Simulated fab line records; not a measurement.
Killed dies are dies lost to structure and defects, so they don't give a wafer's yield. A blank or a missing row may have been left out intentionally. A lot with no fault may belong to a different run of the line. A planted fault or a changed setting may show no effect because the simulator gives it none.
A single fault, viewed from 2 desks / flow ritCmos / each desk has only its own numbers; what lay behind them comes last

THE TOOL OWNER'S DESK: furnace-01
The tool's own readings at RIT_ACTIVE_OXIDATION_01 (target thk 46.8 nm, ox time 3360 s): means of the sampled wafers that have a number, for each lot that ran on this tool. If a lot's mean is further than 4 standard deviations from the usual mean, the lot is out of limits and carries the mark OUT (the distance appears in the brackets).
Columns: A = tube_center_temp_C_max at RIT_ACTIVE_OXIDATION_01, usual 1002.6
lot=L696; first seen here=day 2 01:07; A=1002.8
lot=L703; first seen here=day 3 12:12; A=1002.9
lot=L706; first seen here=day 4 03:07; A=1002.4
lot=L707; first seen here=day 4 08:07; A=1002.4
Finding of this desk: none of the 4 lots has anything out of limits.

THE METROLOGY DESK
Means of the sampled wafers that have a number, per lot and without regard to the tool the lot ran on: this is what the gauges read. If a lot's mean is further than 4 standard deviations from the usual mean, the lot is out of limits and carries the mark OUT (the distance appears in the brackets). 7 of its 8 readings are shown, namely those furthest out on some lot.
Columns: A = ACTIVE_OXIDE_THK at RIT_ACTIVE_THK_MEAS_02, usual 46.9 nm; B = ACTIVE_NITRIDE_THK at RIT_ACTIVE_THK_MEAS_04, usual 150.0 nm; C = cdNm at RIT_ACTIVE_CD_MEAS_11, usual 1399.8 nm; D = cdNm at RIT_ACTIVE_CD_MEAS_90, usual 1399.8 nm; E = FOX1_OXIDE_THK at RIT_FOX1_THK_MEAS_01, usual 350 nm; F = FOX2_OXIDE_THK at RIT_FOX2_THK_MEAS_01, usual 348 nm; G = FIELD_OXIDE_LEFT_1_THK at RIT_FOX2_THK_MEAS_90, usual 321 nm
lot=L694; first seen here=day 1 15:02; A=47.1; B=150.5; C=1402.6; D=1402.5; E=348; F=343; G=316
lot=L696; first seen here=day 2 01:01; A=46.9; B=150.0; C=1397.4; D=1397.5; E=356; F=359; G=332
lot=L703; first seen here=day 3 12:00; A=47.8; B=148.5; C=1397.9; D=1397.8; E=352; F=349; G=322
lot=L706; first seen here=day 4 03:01; A=46.6; B=149.4; C=1397.0; D=1397.5; E=352; F=350; G=323
lot=L707; first seen here=day 4 08:00; A=48.4; B=153.6; C=1398.2; D=1398.1; E=344; F=347; G=320
lot=L708; first seen here=day 4 13:01; A=46.7; B=147.9; C=1400.1; D=1400.1; E=357; F=343; G=317
lot=L710; first seen here=day 4 23:02; A=47.4; B=146.9; C=1401.7; D=1401.8; E=351; F=348; G=320
Finding of this desk: none of the 7 lots has anything out of limits.

BROUGHT TOGETHER
The tool owner's desk saw nothing out of limits.
From the metrology desk's view, nothing was out of limits.

WHAT THE SIMULATOR HAD INSERTED
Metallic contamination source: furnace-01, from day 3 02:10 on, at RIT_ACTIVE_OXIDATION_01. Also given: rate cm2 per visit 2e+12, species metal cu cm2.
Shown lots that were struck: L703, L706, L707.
